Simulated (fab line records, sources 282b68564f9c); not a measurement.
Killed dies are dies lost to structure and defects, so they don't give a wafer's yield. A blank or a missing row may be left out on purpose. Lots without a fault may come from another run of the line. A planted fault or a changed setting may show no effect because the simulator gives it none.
A struck lot beside a sound one | flow rit_cmos | 39 steps out of a route of 202
Sound: wafers L104.1, L104.2, L104.5. Struck: wafers L110.1, L110.2, L110.6. The cause comes at the end.
At each step with rows: each side's tool, then ch and its chambers, then its first start. Under that, the readings that differ: sound wafers | struck wafers | difference of the means | sigmas: that difference in standard deviations of wafers without a fault.
alike: readings whose means differ by less than 2 such deviations, and words and numbers that are the same on both sides. not compared: withheld readings, readings that some wafer has no value for, bounds like >300 that may hide the same value, and numbers for which the record gives no deviation and whose values overlap.
The two part at a step that has a row with sigmas, a row that says differs or no value, or rows on one side only. Numbers that don't overlap but have no deviation are shown without sigmas and don't part them. A reading that every wafer of one side lacks parts them only if that side has two wafers or more.

first, 3 steps without rows for these wafers: RIT_GATE_EXPOSE_13 (exposes mask M6, target cd 150 nm); RIT_GATE_PEB_14; RIT_GATE_DEVELOP_15 (develop time 50 s).
RIT_GATE_CD_MEAS_16: target cd 150 nm.
  sound on cd_sem-01, day 3 17:52; struck on cd_sem-02, day 5 01:34
  alike: cd_nm
RIT_GATE_OVL_MEAS_17:
  sound on overlay-02, day 3 17:59; struck on overlay-01, day 5 01:41
  alike: GATE_OVL
then, 1 step without rows for these wafers: RIT_GATE_HARDBAKE_18 (time 60 s).
RIT_GATE_ETCH_19: etches poly-Si in SF6/CHF3/O2, stops on SiO2, time 165 s, target depth 312.5 nm.
  sound on rie_si-02 ch 0,1, day 3 18:10; struck on rie_si-02 ch 0,2,3, day 5 01:53
  alike: drypump_motor_current_A, oes_product_au, throttle_valve_pct
  not compared: rf_hours_counter_h
RIT_GATE_STRIP_20: strips in O2, time 180 s.
  sound on plasma_asher-01 ch 0,1, day 3 18:17; struck on plasma_asher-02 ch 0,1, day 5 01:59
  alike: drypump_motor_current_A
  not compared: rf_hours_counter_h
RIT_GATE_CD_MEAS_90: target cd 150 nm.
  sound on cd_sem-02, day 3 18:27; struck on cd_sem-01, day 5 02:10
  alike: cd_nm
then, 3 steps without rows for these wafers: RIT_REOX_CLEAN_00 (cleans in SC1, time 600 s); RIT_REOX_CLEAN_01 (cleans in dHF, time 30 s); RIT_REOX_CLEAN_02 (cleans in SC2, time 600 s).
RIT_REOX_OXIDATION_03: target thk 25.2 nm, ox time 5580 s.
  sound on furnace-03 ch 0, day 3 18:58; struck on furnace-03 ch 0, day 5 03:26
  reading                                     | sound             | struck            | difference | sigmas
  ox_time_s (s)                               | 5580 5580 5580    | 8091 8091 8091    | +2511      |
  model.SiO2_of_REOX_OXIDATION_03.thk_nm (nm) | 25.67 25.63 26.02 | 32.81 32.54 32.74 | +6.92      |
  alike: spike_tc_source_C
RIT_REOX_THK_MEAS_04:
  sound on film_metro-04, day 3 21:31; struck on film_metro-04, day 5 05:59
  reading             | sound          | struck         | difference | sigmas
  REOX_OXIDE_THK (nm) | 25.7 25.7 26.0 | 32.7 32.5 32.7 | +6.8       | +20
then, 6 steps without rows for these wafers: RIT_NLDD_HMDS_00 (prime time 60 s); RIT_NLDD_COAT_01 (resist thk 1000 nm); RIT_NLDD_SOFTBAKE_02 (time 60 s); RIT_NLDD_EXPOSE_03 (exposes mask M7, target cd 40700 nm); RIT_NLDD_PEB_04; RIT_NLDD_DEVELOP_05 (develop time 50 s).
RIT_NLDD_OVL_MEAS_06:
  sound on overlay-01, day 3 22:35; struck on overlay-01, day 5 07:01
  reading       | sound       | struck         | difference | sigmas
  NLDD_OVL (nm) | 1.7 2.3 2.1 | -1.1 -1.0 -1.7 | -3.3       | -2
then, 2 steps without rows for these wafers: RIT_NLDD_HARDBAKE_07 (time 60 s); RIT_NLDD_IMPLANT_08.
RIT_NLDD_STRIP_09: strips in O2, time 180 s.
  sound on plasma_asher-03 ch 0,1, day 3 22:55; struck on plasma_asher-02 ch 0,1, day 5 07:22
  alike: drypump_motor_current_A
  not compared: rf_hours_counter_h
RIT_NLDD_TW_MEAS_10:
  sound on film_metro-02, day 3 23:06; struck on film_metro-01, day 5 07:32
  alike: NLDD_TW
then, 6 steps without rows for these wafers: RIT_PLDD_HMDS_00 (prime time 60 s); RIT_PLDD_COAT_01 (resist thk 1000 nm); RIT_PLDD_SOFTBAKE_02 (time 60 s); RIT_PLDD_EXPOSE_03 (exposes mask M8, target cd 40900 nm); RIT_PLDD_PEB_04; RIT_PLDD_DEVELOP_05 (develop time 50 s).
RIT_PLDD_OVL_MEAS_06:
  sound on overlay-02, day 4 00:01; struck on overlay-01, day 5 08:34
  alike: PLDD_OVL
then, 2 steps without rows for these wafers: RIT_PLDD_HARDBAKE_07 (time 60 s); RIT_PLDD_IMPLANT_08.
RIT_PLDD_STRIP_09: strips in O2, time 180 s.
  sound on plasma_asher-03 ch 0,1, day 4 00:20; struck on plasma_asher-03 ch 0,1, day 5 08:54
  alike: drypump_motor_current_A
  not compared: rf_hours_counter_h
RIT_PLDD_TW_MEAS_10:
  sound on film_metro-04, day 4 00:31; struck on film_metro-04, day 5 09:05
  alike: PLDD_TW
RIT_SPACER_CLEAN_00: cleans in SC1, time 600 s.
  sound on wet_bench-01 ch 3, day 4 00:35; struck on wet_bench-01 ch 0, day 5 09:08
  reading                                     | sound             | struck         | difference | sigmas
  model.SiO2_of_REOX_OXIDATION_03.thk_nm (nm) | 23.71 23.66 24.02 | 30.23 30 30.19 | +6.34      |
then, 1 step without rows for these wafers: RIT_SPACER_CLEAN_01 (cleans in dHF, time 30 s).
RIT_M1_PROBE_99:
  sound on prober-02, day 4 14:58; struck on prober-02, day 6 00:03
  reading                             | sound             | struck            | difference | sigmas
  killed_at_M0_to_M3                  | 0 0 0             | 0 0 1             | +0         | +3
  model.etest.pmos_turned.r_on_ohm_um | 3507 3416 3545    | 8398 7672 8318    | +4640      |
  model.etest.pmos_0p3.r_on_ohm_um    | 6078 6015 6210    | 7516 7298 7560    | +1357      |
  model.etest.pmos_0p15.r_on_ohm_um   | 2786 2717 2792    | 4125 3995 4091    | +1305      |
  model.etest.pldd.rs_ohm_sq          | 533.1 527.6 548.1 | 1454 1376 1432    | +884       |
  model.etest.nmos_0p15.r_on_ohm_um   | 1158 1130 1148    | 1445 1392 1376    | +259       |
  model.etest.nmos_0p3.r_on_ohm_um    | 2115 2086 2124    | 2417 2367 2394    | +284       |
  model.etest.pldd.line_ohm_um        | 169.8 167.4 173.6 | 450.2 430.6 445.1 | +271.7     |
  model.etest.nldd.rs_ohm_sq          | 382.4 379.8 385.8 | 568.2 558.7 561.3 | +180.1     |
  alike: killed_at_contacts, killed_at_front_end, killed_dies, killed_open, killed_short

WHERE THEY PART
First at RIT_REOX_THK_MEAS_04; last, within this record, at RIT_M1_PROBE_99.

WHY: what the simulator had put in
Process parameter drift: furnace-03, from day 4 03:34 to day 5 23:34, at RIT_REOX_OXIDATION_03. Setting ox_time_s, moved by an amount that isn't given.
